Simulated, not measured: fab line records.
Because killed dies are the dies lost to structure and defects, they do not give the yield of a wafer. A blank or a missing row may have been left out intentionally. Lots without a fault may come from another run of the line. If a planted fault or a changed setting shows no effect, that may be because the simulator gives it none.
8D (eight disciplines) problem report, filled in by code + flow rit_cmos + the parts of the form that need people (team, actions taken, sign-off) are left out

== 1. PROBLEM STATEMENT ==
Across 6 wafers from 2 lots, GATE_POLY_THK at RIT_GATE_THK_MEAS_09 averages 414.2 nm, while fault-free wafers read 251.2 nm with a standard deviation of 2.1. That puts it +78 standard deviations away from the usual mean.
Earliest sighting: wafer L164.1 on film_metro-02 at day 5 18:59. The record has a number at this step for 42 wafers belonging to 14 lots. By rule, "out" or "out of limits" means more than 4 standard deviations away from the usual mean. All remaining wafers that have a number are taken as sound.

== 2. WHAT IT IS, AND WHAT IT ISN'T ==
| question                    | is                     | is not                                                                 |
|-----------------------------|------------------------|------------------------------------------------------------------------|
| which readings at this step | GATE_POLY_THK          | -                                                                      |
| which lots                  | L164, L168             | L148, L149, L150, L151, L153, L154, L156, L157, L158, L159, L160, L161 |
| which wafers of those lots  | all that have a number | -                                                                      |
| read on which gauges        | film_metro-02          | film_metro-01                                                          |
| when                        | from day 5 18:59       | up to then (36 sound wafers)                                           |

== 3. SUSPECTS, AND WHAT RULES EACH OUT ==
Counting: a tool stays on the suspect list if, at a process step up to the reading, it processed all lots that are out and no sound lot following the first of them.
- the gauge at RIT_GATE_THK_MEAS_09: ruled out. All the wafers that are out were read on film_metro-02, but those of them that RIT_GATE_ETCH_19 has rows for are out there too, on other tools.
- lpcvd-02 at RIT_GATE_CVD_08 (deposits poly-Si from SiH4, target thk 250 nm, time 2220 s): kept. Every lot that is out went through it, starting with L164 (day 5 17:22), and after that it ran no sound lot; the last sound lot it ran before then is L161 (day 5 03:57).
The count leaves lpcvd-02 at RIT_GATE_CVD_08.

== 4. THE CAUSE (what the simulator had put in) ==
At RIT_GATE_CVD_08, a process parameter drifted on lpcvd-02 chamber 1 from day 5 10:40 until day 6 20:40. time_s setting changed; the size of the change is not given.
The count eliminated every tool but this one.

== 5. THE CHAIN OF EFFECTS, in route order ==
Each row: a reading where the mean over the struck wafers with a number is more than 3 standard deviations away from the usual. Scope: only readings with a usual standard deviation given in the record; hours: median across lots of the time from each lot's start at the first step in this table that gives one to its start at this step; sigmas: change in usual standard deviations.
| hours | step                 | reading        | usual      | on struck wafers | change | sigmas |
|-------|----------------------|----------------|------------|------------------|--------|--------|
| 0     | RIT_GATE_THK_MEAS_09 | GATE_POLY_THK  | 251.2 nm   | 414.2            | +163.0 | +78    |
| 1     | RIT_GATE_ETCH_19     | oes_product_au | 0.850 a.u. | 1.009            | +0.159 | +12    |
Here are the process steps it includes:
- RIT_GATE_ETCH_19: etches poly-Si in SF6/CHF3/O2, stops on SiO2, time 165 s, target depth 312.5 nm.

== 6. WHAT WOULD HAVE CAUGHT IT SOONER ==
In this record the first reading out of limits at a measuring or inspecting step was taken at day 5 18:59, 8 hours after the fault began at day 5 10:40.
Tool readings at RIT_GATE_CVD_08 with a usual standard deviation given in the record: none out on any struck wafer, hence no alarm at a limit of 4 standard deviations on them.
Lots out: 2; of these, L168 started RIT_GATE_CVD_08 on lpcvd-02 after day 5 18:59. Putting the tool on hold at that point would have spared it.
